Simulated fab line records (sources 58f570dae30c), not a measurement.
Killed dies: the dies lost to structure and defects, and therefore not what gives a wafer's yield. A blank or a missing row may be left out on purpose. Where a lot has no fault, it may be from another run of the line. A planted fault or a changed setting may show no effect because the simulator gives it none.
Which tool was responsible? | flow berkeley cmos170 | 18 wafers sampled from 6 lots at 1 step of a route of 331

== WHAT THE GAUGES READ, wafer by wafer ==
UCB170_SACOX_THK_MEAS_02.
lot  | measured    | on            | SACOX_OXIDE_THK (nm)
L491 | day 5 06:06 | film metro-01 | 14.67 14.87 14.70
L492 | day 5 14:50 | film metro-03 | 14.16 14.19 14.21
L495 | day 6 14:19 | film metro-02 | 14.31 14.30 14.60
L502 | day 8 01:09 | film metro-03 | 14.57 14.38 14.31
L508 | day 9 03:33 | film metro-03 | 14.01 13.99 14.11
L511 | day 9 15:52 | film metro-02 | 14.56 14.43 14.43

== WHAT TOOL EACH LOT RAN ON (gives the tool, then ch and the chambers of the sampled wafers, and finally the start) ==
The record holds no process step before these readings.

== THE ANSWER, worked out from the rows above alone ==
Rule: the lots themselves supply what counts as usual. Put in order of their means at a reading, lots are off if they are a third of the lots or fewer, leave a main group of 4 or more, and stand apart from it by a gap of 3 or more times the standard deviation of the main group's means; of several such gaps the widest counts. Not used: any main group whose means are identical at the precision the tables above print for the reading. A lot without any number at a reading at which 4 lots or more have one is off too. The other lots that the step has rows for count as sound.
Nothing can be told from this: no lot is off at any reading shown.

== WHAT THE SIMULATOR HAD PUT IN ==
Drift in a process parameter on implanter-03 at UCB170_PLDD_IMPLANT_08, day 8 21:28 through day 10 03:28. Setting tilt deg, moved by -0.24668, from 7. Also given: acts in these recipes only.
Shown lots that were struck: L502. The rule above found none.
